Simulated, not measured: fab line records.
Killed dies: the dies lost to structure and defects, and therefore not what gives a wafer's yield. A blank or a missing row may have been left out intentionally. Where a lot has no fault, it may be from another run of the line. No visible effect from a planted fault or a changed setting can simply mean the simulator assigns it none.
2 desks, one fault	flow berkeley-cmos170	each desk holds nothing but its own numbers, with what lay behind them at the end

## AT THE METROLOGY DESK
Lot by lot, what the gauges showed, no matter which tool ran the lot: averages of those sampled wafers that carry a number. If a lot's mean is further than 4 standard deviations from the usual mean, the lot is out of limits and carries the mark OUT (the distance appears in the brackets).
Columns: A = FIELD_OXIDE_LEFT_2_THK at UCB170_FIELD_THK_MEAS_91, usual 352 nm; B = cd-nm at UCB170_PLDD_CD_MEAS_06, usual 1200.3 nm; C = cd-nm at UCB170_PSD_CD_MEAS_06, usual 1200.3 nm; D = NSD_TW at UCB170_NSD_TW_MEAS_10, usual 4199; E = NSD_RS at UCB170_SDANNEAL_RS_MEAS_03, usual 37.27 ohm/sq
lot	first seen here	A	B	C	D	E
L874	day 5 23:55	336	1198.8	1201.7	4178	37.23
L875	day 6 09:58	354	1200.2	1197.5	4196	37.29
L877	day 6 10:02	355	1201.8	1200.6	4158	37.25
L876	day 6 10:18	358	1201.3	1201.6	4228	37.21
L879	day 6 17:26	362	1198.5	1199.2	4190	37.22
L878	day 6 17:41	367	1200.1	1200.9	4190	37.19
L882	day 7 01:29	347	1198.9	1200.7	4215	37.21
L880	day 7 02:04	350	1201.0	1200.2	4213	37.37
L884	day 8 02:13	358	1200.4	1201.4	4193	37.24
L887	day 8 04:22	356	1203.3	1199.0	4202	37.32
L888	day 8 19:17	362	1200.8	1201.5	3776 (-19) OUT	42.70 (+59) OUT
L889	day 8 23:36	344	1198.2	1200.9	3792 (-18) OUT	42.78 (+60) OUT
L895	day 10 02:26	359	1200.6	1200.5	4163	37.27
L896	day 10 10:38	362	1201.8	1197.2	4165	37.37
This desk finds L888, L889 out of limits, with the earliest case on L888 at day 10 03:57 (NSD_TW at UCB170_NSD_TW_MEAS_10). Within limits: L874, L875, L877, L876, L879, L878, L882, L880, L884, L887, L895, L896.

## AT THE TOOL OWNER'S DESK: implanter-01
The tool's own readings at UCB170_NSD_IMPLANT_08: means of the sampled wafers that have a number, for each lot that ran on this tool. If a lot's mean is further than 4 standard deviations from the usual mean, the lot is out of limits and carries the mark OUT (the distance appears in the brackets).
Columns: A = beam-energy-keV at UCB170_NSD_IMPLANT_08, usual 40.000; B = end-station-pressure-torr at UCB170_NSD_IMPLANT_08, usual 1.25e-05 Torr; C = faraday-current-uA at UCB170_NSD_IMPLANT_08, usual 9246
lot	first seen here	A	B	C
L875	day 7 12:53	40.004	1.26e-05	9197
L879	day 7 17:41	40.002	1.24e-05	9306
L884	day 9 01:26	39.990	1.21e-05	9305
L887	day 9 08:45	40.014	1.24e-05	9476
L888	day 10 03:43	26.776 (-99 or more) OUT	1.24e-05	9355
L889	day 10 04:14	26.803 (-99 or more) OUT	1.25e-05	9073
Finding of this desk: L888, L889 out of limits; the first was L888 at day 10 03:43, on beam-energy-keV at UCB170_NSD_IMPLANT_08. Within limits: L875, L879, L884, L887.

## PUT TOGETHER
An alarm could have come from the tool owner's desk at day 10 03:43, on L888, L889.
The metrology desk could have raised an alarm at day 10 03:57, on L888, L889.
Of the lots named, all ran UCB170_NSD_IMPLANT_08 on implanter-01.

## WHAT THE SIMULATOR HAD PUT IN
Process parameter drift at UCB170_NSD_IMPLANT_08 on implanter-01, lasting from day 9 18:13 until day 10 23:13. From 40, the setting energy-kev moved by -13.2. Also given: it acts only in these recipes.
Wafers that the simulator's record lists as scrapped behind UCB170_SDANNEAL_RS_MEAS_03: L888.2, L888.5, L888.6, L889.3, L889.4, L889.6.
Lots struck among those shown: L888, L889.
Time in hours from fault onset to the first out-of-limits reading at each desk: tool owner's desk 10, metrology desk 10.
